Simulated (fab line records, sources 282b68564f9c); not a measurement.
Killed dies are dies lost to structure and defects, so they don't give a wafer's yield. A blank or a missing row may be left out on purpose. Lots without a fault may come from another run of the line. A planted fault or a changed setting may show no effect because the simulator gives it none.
A struck lot beside a sound one | flow rit_cmos | 17 steps out of a route of 202
Sound: wafers L961.1, L961.2, L961.3. Struck: wafers L974.1, L974.4. (L974.6 of the same lot was not struck and is left out.) The cause comes at the end.
At each step with rows: each side's tool, then ch and its chambers, then its first start. Under that, the readings that differ: sound wafers | struck wafers | difference of the means | sigmas: that difference in standard deviations of wafers without a fault.
alike: readings whose means differ by less than 2 such deviations, and words and numbers that are the same on both sides. not compared: withheld readings, readings that some wafer has no value for, bounds like >300 that may hide the same value, and numbers for which the record gives no deviation and whose values overlap.
The two part at a step that has a row with sigmas, a row that says differs or no value, or rows on one side only. Numbers that don't overlap but have no deviation are shown without sigmas and don't part them. A reading that every wafer of one side lacks parts them only if that side has two wafers or more.

RIT_M1_THK_MEAS_02: measures by xrf.
  sound on film_metro-03, day 3 16:28; struck on film_metro-03, day 6 07:13
  alike: M1_AL_THK
then, 6 steps without rows for these wafers: RIT_M1_HMDS_03 (prime time 60 s); RIT_M1_COAT_04 (resist thk 1300 nm); RIT_M1_SOFTBAKE_05 (time 60 s); RIT_M1_EXPOSE_06 (exposes mask M12, target cd 2600 nm); RIT_M1_PEB_07; RIT_M1_DEVELOP_08 (develop time 68 s).
RIT_M1_CD_MEAS_09: target cd 2600 nm.
  sound on cd_sem-02, day 3 17:40; struck on cd_sem-01, day 6 08:19
  alike: cd_nm
RIT_M1_OVL_MEAS_10:
  sound on overlay-02, day 3 17:47; struck on overlay-02, day 6 08:26
  alike: M1_OVL
then, 1 step without rows for these wafers: RIT_M1_HARDBAKE_11 (time 120 s).
RIT_M1_METAL_ETCH_12: etches Al in Cl2/BCl3, stops on SiO2, time 165 s, target depth 600 nm.
  sound on rie_metal-03 ch 0,1, day 3 18:04; struck on rie_metal-02 ch 1, day 6 08:44
  alike: drypump_motor_current_A, oes_product_au, throttle_valve_pct
  not compared: rf_hours_counter_h
then, 1 step without rows for these wafers: RIT_M1_STRIP_13 (strips in nmp, time 600 s).
RIT_M1_STRIP_14: strips in O2, time 180 s.
  sound on plasma_asher-02 ch 0,1, day 3 18:28; struck on plasma_asher-02 ch 1, day 6 09:08
  alike: drypump_motor_current_A
  not compared: rf_hours_counter_h
RIT_M1_CD_MEAS_90: target cd 2600 nm.
  sound on cd_sem-01, day 3 18:39; struck on cd_sem-02, day 6 09:19
  alike: cd_nm
then, 1 step without rows for these wafers: RIT_M1_ANNEAL_15 (time 1800 s).
RIT_M1_BOW_MEAS_16:
  sound on film_metro-03, day 3 20:16; struck on film_metro-04, day 6 10:56
  alike: M1_BOW
RIT_M1_PROBE_99:
  sound on prober-01, day 3 20:23; struck on prober-02, day 6 11:04
  reading                               | sound             | struck      | difference | sigmas
  killed_at_M0_to_M3                    | 0 0 0             | 28 25       | +26        | +99 or more
  killed_dies                           | 10 5 4            | 34 34       | +28        | +10
  model.etest.tester.sort_n_pass        | 254 259 260       | 230 230     | -28        |
  model.etest.tester.sort_yield_pct (%) | 96.21 98.11 98.48 | 87.12 87.12 | -10.48     |
  model.etest.tester.sort_bin_5_pct (%) | 3.03 1.136 1.136  | 7.576 7.197 | +5.619     |
  model.etest.tester.sort_bin_3_pct (%) | 0.3788 0 0.3788   | 1.894 1.515 | +1.452     |
  model.etest.tester.sort_bin_6_pct (%) | 0.3788 0.7576 0   | 3.409 4.167 | +3.409     |
  alike: killed_at_contacts, killed_at_front_end, killed_open, killed_short
  not compared: model.etest.contact_to_gate.bv_right_v, model.etest.contact_to_gate.bv_left_v

WHERE THEY PART
Only at RIT_M1_PROBE_99, within this record.

WHY: what the simulator had put in
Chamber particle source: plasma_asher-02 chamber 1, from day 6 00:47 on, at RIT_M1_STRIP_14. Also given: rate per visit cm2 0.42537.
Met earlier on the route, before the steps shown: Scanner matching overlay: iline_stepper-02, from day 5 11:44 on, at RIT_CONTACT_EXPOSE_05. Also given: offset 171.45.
